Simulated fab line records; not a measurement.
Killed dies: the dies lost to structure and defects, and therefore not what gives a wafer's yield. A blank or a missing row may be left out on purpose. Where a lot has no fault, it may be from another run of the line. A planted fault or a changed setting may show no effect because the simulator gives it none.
fab line records ; flow rit-cmos
record lots=6; wafers=18; last-day=7
route steps=202 shown NRETRO@63 PRETRO@64 GATE@75 FOX2@80 M1@202
lots untouched by any fault: they come from a run of this same line in which no faults occurred
start-h: the number of hours between the record's first day and the start of the first shown wafer of the lot ; wait-h: how many hours have passed since the lot's step before this one ; " the same as in the row above ; L1.1+2: several wafers, shown together as one row ; - no value, or no start given ; * or withheld: withheld ; < > ~ a bound
route shown NAME@n: NAME is a module with steps in the file, n the number in the route of the first one ; usual: the fault-free wafers' mean and standard deviation ; same: alike in all rows ; chamber/n: place in a boat ; sites: per-site readings ; _std_site: standard deviation of those values ; _edge_site: outer sites' mean less inner sites' ; radius-mm: how far each site lies from the wafer's centre ; mask NAME#n: copy n ; behind: the tool/chamber that last shaped the wafer ; hold: reason for holding the lot/hours on hold/outcome of the hold ; device: the transistor (n, p or np) that didn't switch ; end of line: tests run on the same wafers once the route is complete ; a step with no rows: only its recipe ; killed: count of dies lost to structure and defects at first sort (not the wafer's yield) ; map: a wafer's dies, x killed, . not, _ none there
set.NAME: the setting that was run; set.NAME@STEP: the one run at that earlier step ; model.NAME: the simulator's own value behind a step, which no gauge read
lots seen at some steps along the route; tables by step, rows by wafer
services: the hour from which a tool's chamber was out of use, counted from the record's first day as start-h (under 0 if before that day), plus the number of hours and why
## steps
# step RIT_NRETRO_TW_MEAS_10
# usual NRETRO_TW=1051/9
lot.wafer;tool;chamber;start-h;wait-h;NRETRO_TW
L294.4;film-metro-03;-;49.97;0.1;1062
L294.5;film-metro-03;-;49.97;0.1;1060
L294.6;film-metro-03;-;49.97;0.1;1066
L297.1;film-metro-02;-;64.59;0.1;1054
L297.2;film-metro-02;-;64.59;0.1;1051
L297.6;film-metro-02;-;64.59;0.1;1058
L298.3;film-metro-03;-;70.88;0.1;1061
L298.4;film-metro-03;-;70.88;0.1;1057
L298.6;film-metro-03;-;70.88;0.1;1055
L299.2;film-metro-04;-;78.91;0.1;1045
L299.4;film-metro-04;-;78.91;0.1;1046
L299.5;film-metro-04;-;78.91;0.1;1045
L307.2;film-metro-03;-;117.49;0.1;1061
L307.3;film-metro-03;-;117.49;0.1;1066
L307.5;film-metro-03;-;117.49;0.1;1064
L312.1;film-metro-04;-;138.90;0.1;1039
L312.3;film-metro-04;-;138.90;0.1;1042
L312.4;film-metro-04;-;138.90;0.1;1042
# step RIT_PRETRO_HMDS_00
# recipe prime-time-s=60; prime-temp-c=140
# step RIT_PRETRO_COAT_01
# recipe resist=NOVOLAK; spin-rpm=2000; resist-thk-nm=1300
# step RIT_PRETRO_SOFTBAKE_02
# recipe resist=NOVOLAK; temp-c=90; time-s=60
# step RIT_PRETRO_EXPOSE_03
# recipe mask-id=M5; na=0.57; target-cd-nm=43700; dose-mj=250
# step RIT_PRETRO_PEB_04
# recipe resist=NOVOLAK; temp-c=withheld; time-s=withheld
# step RIT_PRETRO_DEVELOP_05
# recipe resist=NOVOLAK; develop-time-s=68; dev-temp-c=22.49
# step RIT_PRETRO_OVL_MEAS_06
# usual PRETRO_OVL=-0.5/1.5
lot.wafer;tool;chamber;start-h;wait-h;PRETRO_OVL[nm]
L294.4;overlay-01;-;51.03;-;0.3
L294.5;overlay-01;-;51.03;-;-1.1
L294.6;overlay-01;-;51.03;-;1.3
L297.1;overlay-01;-;65.66;-;-1.7
L297.2;overlay-01;-;65.66;-;-0.1
L297.6;overlay-01;-;65.66;-;-0.7
L298.3;overlay-02;-;71.83;-;-0.4
L298.4;overlay-02;-;71.83;-;-2.3
L298.6;overlay-02;-;71.83;-;-2.5
L299.2;overlay-02;-;79.97;-;1.1
L299.4;overlay-02;-;79.97;-;2.4
L299.5;overlay-02;-;79.97;-;2.6
L307.2;overlay-02;-;118.43;-;-2.2
L307.3;overlay-02;-;118.43;-;-2.1
L307.5;overlay-02;-;118.43;-;-2.7
L312.1;overlay-02;-;139.84;-;0.6
L312.3;overlay-02;-;139.84;-;-1.8
L312.4;overlay-02;-;139.84;-;-1.7
# step RIT_PRETRO_HARDBAKE_07
# recipe resist=NOVOLAK; temp-c=140; time-s=120
# step RIT_PRETRO_IMPLANT_08
# recipe species=B; energy-kev=45; dose-cm2=1.2e+13; tilt-deg=7
# step RIT_PRETRO_STRIP_09
# recipe chemistry=O2; time-s=180; resist=NOVOLAK; platen-temp-c=withheld; power-w=500; pressure-mtorr=4000; o2-flow-sccm=4000
# usual drypump-motor-current-A=5.9/0.49
lot.wafer;tool;chamber;start-h;wait-h;drypump-motor-current-A;rf-hours-counter-h
L294.4;plasma-asher-04;0;51.50;0.1;6.0;-
L294.5;plasma-asher-04;0;51.50;0.1;6.0;-
L294.6;plasma-asher-04;1;51.50;0.1;6.0;-
L297.1;plasma-asher-04;0;66.13;0.1;6.0;45
L297.2;plasma-asher-04;1;66.13;0.1;6.0;45
L297.6;plasma-asher-04;0;66.13;0.1;6.0;-
L298.3;plasma-asher-02;1;72.31;0.1;6.4;-
L298.4;plasma-asher-02;0;72.31;0.1;6.5;-
L298.6;plasma-asher-02;1;72.31;0.1;6.4;-
L299.2;plasma-asher-02;1;80.40;0.1;6.4;44
L299.4;plasma-asher-02;0;80.40;0.1;6.4;-
L299.5;plasma-asher-02;0;80.40;0.1;6.4;-
L307.2;plasma-asher-04;1;119.00;0.1;5.9;0
L307.3;plasma-asher-04;1;119.00;0.1;6.0;-
L307.5;plasma-asher-04;0;119.00;0.1;6.0;-
L312.1;plasma-asher-04;0;140.28;0.1;6.0;3
L312.3;plasma-asher-04;1;140.28;0.1;6.0;-
L312.4;plasma-asher-04;0;140.28;0.1;6.0;-
# step RIT_PRETRO_TW_MEAS_10
# usual PRETRO_TW=478/3.9
lot.wafer;tool;chamber;start-h;wait-h;PRETRO_TW
L294.4;film-metro-04;-;51.65;0.1;473
L294.5;film-metro-04;-;51.65;0.1;472
L294.6;film-metro-04;-;51.65;0.1;476
L297.1;film-metro-04;-;66.30;0.1;474
L297.2;film-metro-04;-;66.30;0.1;473
L297.6;film-metro-04;-;66.30;0.1;472
L298.3;film-metro-01;-;72.45;0.1;478
L298.4;film-metro-01;-;72.45;0.1;480
L298.6;film-metro-01;-;72.45;0.1;480
L299.2;film-metro-01;-;80.59;0.1;479
L299.4;film-metro-01;-;80.59;0.1;478
L299.5;film-metro-01;-;80.59;0.1;480
L307.2;film-metro-01;-;119.19;0.1;480
L307.3;film-metro-01;-;119.19;0.1;478
L307.5;film-metro-01;-;119.19;0.1;476
L312.1;film-metro-03;-;140.45;0.1;482
L312.3;film-metro-03;-;140.45;0.1;483
L312.4;film-metro-03;-;140.45;0.1;483
# step RIT_GATE_WET_ETCH_00
# recipe chemistry=BOE; target=SiO2; target-depth-nm=56; time-s=60; dry=n2-spin; dilution=10:1; temp-c=21.5
# usual bath-heat-duty-pct=1.8/0.39; run-length-s=87.2/2.7
lot.wafer;tool;chamber;start-h;wait-h;bath-heat-duty-pct;run-length-s;model.SiO2_of_FOX2_OXIDATION_00.thk-nm;model.SiO2_of_ACTIVE_OXIDATION_01.thk-nm
L294.4;wet-bench-01;1;51.68;0.0;2.3;88.7;277.5;0
L294.5;wet-bench-01;1;51.68;0.0;2.3;88.7;268.9;0
L294.6;wet-bench-01;1;51.68;0.0;1.9;88.7;275.2;0
L297.1;wet-bench-01;1;66.36;0.1;-;-;328.9;39.29
L297.2;wet-bench-01;1;66.36;0.1;-;-;331.4;39.56
L297.6;wet-bench-01;1;66.36;0.1;-;-;331.1;39.01
L298.3;wet-bench-02;0;72.49;0.0;-;-;318.4;38.37
L298.4;wet-bench-02;0;72.49;0.0;-;-;318.9;38.5
L298.6;wet-bench-02;0;72.49;0.0;-;-;319.3;38.54
L299.2;wet-bench-02;0;80.64;0.0;2.5;84.4;261.8;0
L299.4;wet-bench-02;0;80.64;0.0;1.4;84.4;264.8;0
L299.5;wet-bench-02;0;80.64;0.0;1.7;84.4;265.1;0
L307.2;wet-bench-04;1;119.24;0.0;1.8;83.9;271.3;0
L307.3;wet-bench-04;1;119.24;0.0;2.0;83.9;269;0
L307.5;wet-bench-04;1;119.24;0.0;1.6;83.9;269.3;0
L312.1;wet-bench-04;3;140.51;0.1;1.9;84.9;260.4;0
L312.3;wet-bench-04;3;140.51;0.1;2.2;84.9;269.2;0
L312.4;wet-bench-04;3;140.51;0.1;1.9;84.9;258.9;0
# step RIT_GATE_CLEAN_01
# recipe chemistry=SC1; mix=3:3:50; time-s=600; temp-c=75
# step RIT_GATE_CLEAN_02
# recipe chemistry=dHF; dilution=50:1; time-s=30
# step RIT_GATE_CLEAN_03
# recipe chemistry=SC2; mix=3:3:50; time-s=600; temp-c=75; dry=n2-spin
# step RIT_GATE_CLEAN_04
# recipe chemistry=dHF; dilution=50:1; time-s=60; dry=n2-spin
# step RIT_FOX2_THK_MEAS_91
# recipe reads=SiO2_of_FOX2_OXIDATION_00
# usual FIELD_OXIDE_LEFT_2_THK=257/6.3
lot.wafer;tool;chamber;start-h;wait-h;FIELD_OXIDE_LEFT_2_THK[nm]
L294.4;film-metro-03;-;52.16;0.0;265
L294.5;film-metro-03;-;52.16;0.0;257
L294.6;film-metro-03;-;52.16;0.0;263
L297.1;film-metro-01;-;66.78;0.0;317
L297.2;film-metro-01;-;66.78;0.0;320
L297.6;film-metro-01;-;66.78;0.0;319
L298.3;film-metro-03;-;72.92;0.0;306
L298.4;film-metro-03;-;72.92;0.0;307
L298.6;film-metro-03;-;72.92;0.0;307
L299.2;film-metro-01;-;81.07;0.0;249
L299.4;film-metro-01;-;81.07;0.0;253
L299.5;film-metro-01;-;81.07;0.0;253
L307.2;film-metro-01;-;119.66;0.0;260
L307.3;film-metro-01;-;119.66;0.0;257
L307.5;film-metro-01;-;119.66;0.0;257
L312.1;film-metro-03;-;140.95;0.0;248
L312.3;film-metro-03;-;140.95;0.0;257
L312.4;film-metro-03;-;140.95;0.0;247
# step RIT_GATE_OXIDATION_05
# recipe temp-c=900; ambient=O2; target-thk-a=30; ox-time-s=270
# step RIT_GATE_ANNEAL_06
# recipe temp-c=900; time-s=600; ambient=N2O
# step RIT_GATE_CVD_08
# recipe material=poly-Si; target-thk-nm=250; temp-c=610; precursor=SiH4; time-s=2220; pressure-mtorr=300; sih4-flow-sccm=100
# step RIT_GATE_HMDS_10
# recipe prime-time-s=60; prime-temp-c=140
# step RIT_GATE_COAT_11
# recipe resist=NOVOLAK; spin-rpm=4201; resist-thk-nm=850
# step RIT_GATE_SOFTBAKE_12
# recipe resist=NOVOLAK; temp-c=90; time-s=60
# step RIT_GATE_EXPOSE_13
# recipe mask-id=M6; na=0.6; source-shape=conventional; sigma-outer=0.6; target-cd-nm=150; dose-mj=380
# step RIT_GATE_PEB_14
# recipe resist=NOVOLAK; temp-c=withheld; time-s=withheld
# step RIT_GATE_DEVELOP_15
# recipe resist=NOVOLAK; develop-time-s=50; dev-temp-c=23
# step RIT_GATE_CD_MEAS_16
# recipe target-cd-nm=150
# usual cd-nm=151.0/2.4
lot.wafer;tool;chamber;start-h;wait-h;cd-nm
L294.4;cd-sem-02;-;58.34;-;151.8
L294.5;cd-sem-02;-;58.34;-;153.6
L294.6;cd-sem-02;-;58.34;-;153.1
L297.1;cd-sem-02;-;71.33;-;149.6
L297.2;cd-sem-02;-;71.33;-;149.9
L297.6;cd-sem-02;-;71.33;-;150.0
L298.3;cd-sem-02;-;82.70;-;150.6
L298.4;cd-sem-02;-;82.70;-;151.0
L298.6;cd-sem-02;-;82.70;-;148.7
L299.2;cd-sem-01;-;85.90;-;156.3
L299.4;cd-sem-01;-;85.90;-;154.3
L299.5;cd-sem-01;-;85.90;-;152.9
L307.2;cd-sem-01;-;123.88;-;149.6
L307.3;cd-sem-01;-;123.88;-;149.6
L307.5;cd-sem-01;-;123.88;-;150.3
L312.1;cd-sem-01;-;147.46;-;151.9
L312.3;cd-sem-01;-;147.46;-;150.2
L312.4;cd-sem-01;-;147.46;-;153.1
# step RIT_GATE_OVL_MEAS_17
# usual GATE_OVL=0.8/1.4
lot.wafer;tool;chamber;start-h;wait-h;GATE_OVL[nm]
L294.4;overlay-01;-;58.42;0.1;-0.1
L294.5;overlay-01;-;58.42;0.1;-0.3
L294.6;overlay-01;-;58.42;0.1;-0.9
L297.1;overlay-02;-;71.45;0.1;2.3
L297.2;overlay-02;-;71.45;0.1;2.7
L297.6;overlay-02;-;71.45;0.1;1.9
L298.3;overlay-01;-;82.79;0.1;-0.7
L298.4;overlay-01;-;82.79;0.1;1.1
L298.6;overlay-01;-;82.79;0.1;1.4
L299.2;overlay-02;-;86.01;0.1;-0.2
L299.4;overlay-02;-;86.01;0.1;-0.1
L299.5;overlay-02;-;86.01;0.1;0.4
L307.2;overlay-02;-;123.99;0.1;2.2
L307.3;overlay-02;-;123.99;0.1;0.3
L307.5;overlay-02;-;123.99;0.1;1.3
L312.1;overlay-01;-;147.58;0.1;0.3
L312.3;overlay-01;-;147.58;0.1;2.0
L312.4;overlay-01;-;147.58;0.1;2.0
# step RIT_GATE_HARDBAKE_18
# recipe resist=NOVOLAK; temp-c=140; time-s=60
# step RIT_GATE_ETCH_19
# recipe chemistry=SF6/CHF3/O2; time-s=165; SF6_flow_sccm=30; CHF3_flow_sccm=30; O2_flow_sccm=5; target=poly-Si; pressure-mtorr=40; rf-w=165.4; target-depth-a=3125; over-etch-frac=0.25; stop-on=SiO2
# usual CHF3_flow_sccm=29.99/0.086; O2_flow_sccm=5.002/0.015; drypump-motor-current-A=5.9/0.35; oes-product-au=0.854/0.012; throttle-valve-pct=10.20/0.15
lot.wafer;tool;chamber;start-h;wait-h;CHF3_flow_sccm;O2_flow_sccm;drypump-motor-current-A;oes-product-au;rf-hours-counter-h;throttle-valve-pct;model.SiO2_of_FOX2_OXIDATION_00.thk-nm
L294.4;rie-si-01;3;58.59;0.1;29.99;5.007;6.5;0.840;1;9.95;254.1
L294.5;rie-si-01;3;58.59;0.1;30.04;5.013;6.5;0.839;-;9.97;245.6
L294.6;rie-si-01;0;58.59;0.1;30.14;4.971;6.3;0.861;-;10.09;251.6
L297.1;rie-si-02;2;71.63;0.1;30.08;4.998;5.7;0.840;53;10.19;305.6
L297.2;rie-si-02;1;71.63;0.1;30.06;5.021;5.9;0.848;75;10.22;308.5
L297.6;rie-si-02;1;71.63;0.1;30.04;5.036;5.9;0.845;-;10.23;308.3
L298.3;rie-si-01;2;82.97;0.1;30.07;4.991;5.4;0.863;96;10.30;295
L298.4;rie-si-01;1;82.97;0.1;30.06;5.028;5.8;0.858;60;10.09;295.3
L298.6;rie-si-01;1;82.97;0.1;29.93;5.035;5.7;0.866;-;10.09;295.6
L299.2;rie-si-01;3;86.19;0.1;29.98;5.004;6.5;0.853;1;9.97;238.3
L299.4;rie-si-01;2;86.19;0.1;29.84;5.020;5.4;0.858;96;10.30;241.3
L299.5;rie-si-01;3;86.19;0.1;29.90;5.007;6.5;0.846;-;9.96;241.7
L307.2;rie-si-02;1;124.17;0.1;29.98;4.987;5.9;0.857;75;10.23;248.5
L307.3;rie-si-02;3;124.17;0.1;29.79;5.013;5.7;0.873;10;10.44;246
L307.5;rie-si-02;2;124.17;0.1;29.88;4.993;5.7;0.844;-;10.19;245.9
L312.1;rie-si-01;2;147.76;0.1;29.81;4.972;5.4;0.871;96;10.29;237.1
L312.3;rie-si-01;1;147.76;0.1;29.83;4.990;5.8;0.876;60;10.09;245.6
L312.4;rie-si-01;3;147.76;0.1;30.01;5.013;6.5;0.863;2;9.98;235.6
# step RIT_GATE_STRIP_20
# recipe chemistry=O2; time-s=180; resist=NOVOLAK; platen-temp-c=withheld; power-w=500; pressure-mtorr=4000; o2-flow-sccm=4000
# usual drypump-motor-current-A=6.02/0.2
lot.wafer;tool;chamber;start-h;wait-h;drypump-motor-current-A;rf-hours-counter-h
L294.4;plasma-asher-04;1;58.76;0.1;5.92;-
L294.5;plasma-asher-04;1;58.76;0.1;5.94;-
L294.6;plasma-asher-04;0;58.76;0.1;6.01;-
L297.1;plasma-asher-01;1;71.74;0.1;5.70;37
L297.2;plasma-asher-01;0;71.74;0.1;5.94;37
L297.6;plasma-asher-01;1;71.74;0.1;5.70;-
L298.3;plasma-asher-04;0;83.13;0.1;6.05;-
L298.4;plasma-asher-04;1;83.13;0.1;5.96;-
L298.6;plasma-asher-04;1;83.13;0.1;5.95;-
L299.2;plasma-asher-04;1;86.30;0.1;5.99;47
L299.4;plasma-asher-04;0;86.30;0.1;6.03;-
L299.5;plasma-asher-04;0;86.30;0.1;6.03;-
L307.2;plasma-asher-02;0;124.28;0.1;6.46;49
L307.3;plasma-asher-02;1;124.28;0.1;6.39;-
L307.5;plasma-asher-02;0;124.28;0.1;6.45;-
L312.1;plasma-asher-04;0;147.87;0.1;6.02;4
L312.3;plasma-asher-04;0;147.87;0.1;6.02;-
L312.4;plasma-asher-04;1;147.87;0.1;5.94;-
# step RIT_M1_PROBE_99
# usual killed-at-front-end=6.6/2.8; killed-dies=6.6/2.8; killed-on-rim=1.8/1.4; killed-open=3.3/2; killed-short=3.2/1.7
# same gross-dies=264; killed_at_M0_to_M3=0; killed_at_M4_up=0; killed-at-back-side=0; killed-at-contacts=0; killed-at-other=0
lot.wafer;tool;chamber;start-h;wait-h;killed-at-front-end;killed-dies;killed-on-rim;killed-open;killed-short
L294.4;prober-01;-;79.83;0.2;3;3;1;1;2
L294.5;prober-01;-;79.88;0.2;4;4;3;3;1
L294.6;prober-01;-;79.93;0.2;10;10;5;5;5
L297.1;prober-02;-;91.75;0.1;264;264;70;7;2
L297.2;prober-02;-;91.80;0.1;264;264;70;7;4
L297.6;prober-02;-;92.00;0.2;264;264;70;5;4
L298.3;prober-01;-;103.03;0.2;264;264;70;3;3
L298.4;prober-01;-;103.08;0.2;264;264;70;5;2
L298.6;prober-01;-;103.18;0.2;264;264;70;2;4
L299.2;prober-01;-;109.23;0.1;5;5;2;1;4
L299.4;prober-01;-;109.33;0.2;5;5;2;1;4
L299.5;prober-01;-;109.38;0.2;4;4;1;2;2
L307.2;prober-02;-;146.75;0.1;7;7;2;4;1
L307.3;prober-02;-;146.80;0.2;8;8;2;4;4
L307.5;prober-02;-;146.90;0.2;10;10;4;5;3
L312.1;prober-01;-;168.12;0.1;9;9;3;5;4
L312.3;prober-01;-;168.22;0.2;1;1;0;1;0
L312.4;prober-01;-;168.27;0.2;3;3;2;3;0
# killed by level:class
L294.4 FOX2:geometric-particle:short=1 FOX2:geometric-particle:open=1 SILICIDE:geometric-particle:short=1
L294.5 FOX1:geometric-particle:open=1 GATE:geometric-particle:open=1 REOX:geometric-particle:short=1 SILICIDE:geometric-particle:open=1
L294.6 GATE:geometric-particle:short=3 REOX:geometric-particle:open=2 FOX1:geometric-particle:short=1 FOX2:geometric-particle:open=1 GATE:geometric-particle:open=1 SPACER:geometric-particle:open=1 SPACER:geometric-particle:short=1
L297.1 GATE:area-etch=255 FOX2:geometric-particle:open=3 FOX1:geometric-particle:open=2 GATE:geometric-particle:open=2 FOX1:geometric-particle:short=1 SPACER:geometric-particle:short=1
L297.2 GATE:area-etch=253 GATE:geometric-particle:open=5 FOX1:geometric-particle:short=2 FOX1:geometric-particle:open=2 GATE:geometric-particle:short=1 REOX:geometric-particle:short=1
L297.6 GATE:area-etch=255 FOX1:geometric-particle:open=3 FOX1:geometric-particle:short=1 GATE:geometric-particle:open=1 REOX:geometric-particle:short=1 REOX:geometric-particle:open=1 SPACER:geometric-particle:short=1 SILICIDE:geometric-particle:short=1
L298.3 GATE:area-etch=258 GATE:geometric-particle:short=2 FOX1:geometric-particle:open=1 FOX2:geometric-particle:short=1 GATE:geometric-particle:open=1 SILICIDE:geometric-particle:open=1
L298.4 GATE:area-etch=257 GATE:geometric-particle:short=2 REOX:geometric-particle:open=2 GATE:geometric-particle:open=1 SPACER:geometric-particle:open=1 SILICIDE:geometric-particle:open=1
L298.6 GATE:area-etch=258 GATE:geometric-particle:short=3 FOX1:geometric-particle:short=1 SPACER:geometric-particle:open=1 SILICIDE:geometric-particle:open=1
L299.2 FOX2:geometric-particle:short=2 GATE:geometric-particle:short=1 GATE:geometric-particle:open=1 SPACER:geometric-particle:short=1
L299.4 SPACER:geometric-particle:short=2 FOX1:geometric-particle:short=1 GATE:geometric-particle:open=1 REOX:geometric-particle:short=1
L299.5 FOX2:geometric-particle:open=1 GATE:geometric-particle:open=1 REOX:geometric-particle:short=1 SILICIDE:geometric-particle:short=1
L307.2 NLDD:coat-microbubble-printed=2 FOX1:geometric-particle:short=1 GATE:geometric-particle:open=1 REOX:geometric-particle:open=1 SPACER:geometric-particle:open=1 SILICIDE:geometric-particle:open=1
L307.3 GATE:geometric-particle:open=3 GATE:geometric-particle:short=2 FOX2:geometric-particle:short=1 REOX:geometric-particle:short=1 REOX:geometric-particle:open=1
L307.5 GATE:geometric-particle:open=4 GATE:geometric-particle:short=3 NLDD:coat-microbubble-printed=2 SILICIDE:geometric-particle:open=1
L312.1 FOX2:geometric-particle:short=2 FOX2:geometric-particle:open=2 GATE:geometric-particle:open=2 GATE:geometric-particle:short=1 REOX:geometric-particle:open=1 SPACER:geometric-particle:short=1
L312.3 GATE:geometric-particle:open=1
L312.4 GATE:geometric-particle:open=2 SPACER:geometric-particle:open=1
# map L297.1 (x killed, . not)
________xxxxxxx_______
_____xxxxxxxxxxxxx____
____xxxxxxxxxxxxxxx___
___xxxxxxxxxxxxxxxxx__
__xxxxxxxxxxxxxxxxxxx_
__xxxxxxxxxxxxxxxxxxx_
_xxxxxxxxxxxxxxxxxxxxx
_xxxxxxxxxxxxxxxxxxxxx
_xxxxxxxxxxxxxxxxxxxxx
_xxxxxxxxxxxxxxxxxxxxx
__xxxxxxxxxxxxxxxxxxx_
__xxxxxxxxxxxxxxxxxxx_
___xxxxxxxxxxxxxxxxx__
____xxxxxxxxxxxxxxx___
_____xxxxxxxxxxxxx____
________xxxxxxx_______
# map L298.3 (x killed, . not)
________xxxxxxx_______
_____xxxxxxxxxxxxx____
____xxxxxxxxxxxxxxx___
___xxxxxxxxxxxxxxxxx__
__xxxxxxxxxxxxxxxxxxx_
__xxxxxxxxxxxxxxxxxxx_
_xxxxxxxxxxxxxxxxxxxxx
_xxxxxxxxxxxxxxxxxxxxx
_xxxxxxxxxxxxxxxxxxxxx
_xxxxxxxxxxxxxxxxxxxxx
__xxxxxxxxxxxxxxxxxxx_
__xxxxxxxxxxxxxxxxxxx_
___xxxxxxxxxxxxxxxxx__
____xxxxxxxxxxxxxxx___
_____xxxxxxxxxxxxx____
________xxxxxxx_______
## services
tool;chamber;start-h;hours;kind
plasma-asher-02;-;39.84;14.4;repair
plasma-asher-02;-;47.53;0.5;repair
plasma-asher-04;-;108.75;9.0;pm
plasma-asher-04;0;108.75;9.0;vent-cycle
plasma-asher-04;1;108.75;9.0;vent-cycle
rie-si-02;0;109.28;-;clean
rie-si-02;0;109.28;18.1;scheduled-down
rie-si-02;0;109.28;18.1;vent-cycle
plasma-asher-04;0;117.75;-;clean
plasma-asher-04;1;117.75;-;clean
plasma-asher-02;-;121.22;0.5;repair
wet-bench-01;-;126.36;3.5;repair
plasma-asher-01;-;134.42;1.8;repair
rie-si-02;-;143.30;1.7;repair
rie-si-02;0;144.33;9.1;repair
## key
first-sign step=RIT_GATE_WET_ETCH_00; reading=tool-record; direction=missing
effect step=RIT_FOX2_THK_MEAS_91; reading=FIELD_OXIDE_LEFT_2_THK; direction=up; sigmas=8.8; usual=257; struck=313
effect step=RIT_M1_PROBE_99; reading=killed-at-front-end; direction=up; sigmas=92; usual=6.6; struck=264
model-effect step=RIT_GATE_WET_ETCH_00; value=SiO2_of_FOX2_OXIDATION_00.thk-nm; without=268; struck=324.7
model-effect step=RIT_GATE_ETCH_19; value=SiO2_of_FOX2_OXIDATION_00.thk-nm; without=244.7; struck=301.4
more-kills-born-at RIT_GATE_WET_ETCH_00@wet-bench-02=773; RIT_GATE_WET_ETCH_00@wet-bench-01=763
met-at RIT_GATE_WET_ETCH_00
struck-wafers L297.1,L297.2,L297.6,L298.3,L298.4,L298.6
later-rows-left-out L297.1,L297.2,L297.6,L298.3,L298.4,L298.6
tester-left-out L297,L298
onset-between 51.68 66.36
fault kind=skipped-step-whole; tool=wet-bench-01,wet-bench-02; chamber=-; onset-h=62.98; steps=RIT_GATE_WET_ETCH_00; scope=struck-lots-only
# tester-left-out: of these lots the tester's yield and bins aren't shown, on N5 and GAA mostly nor the transistor test; their killed dies are dies lost to structure and defects alone, not to doping, threshold or leakage, so they don't give the yield
# later-rows-left-out: the simulator's readings of these wafers behind a module that went badly wrong aren't trusted and aren't shown, but for the sort
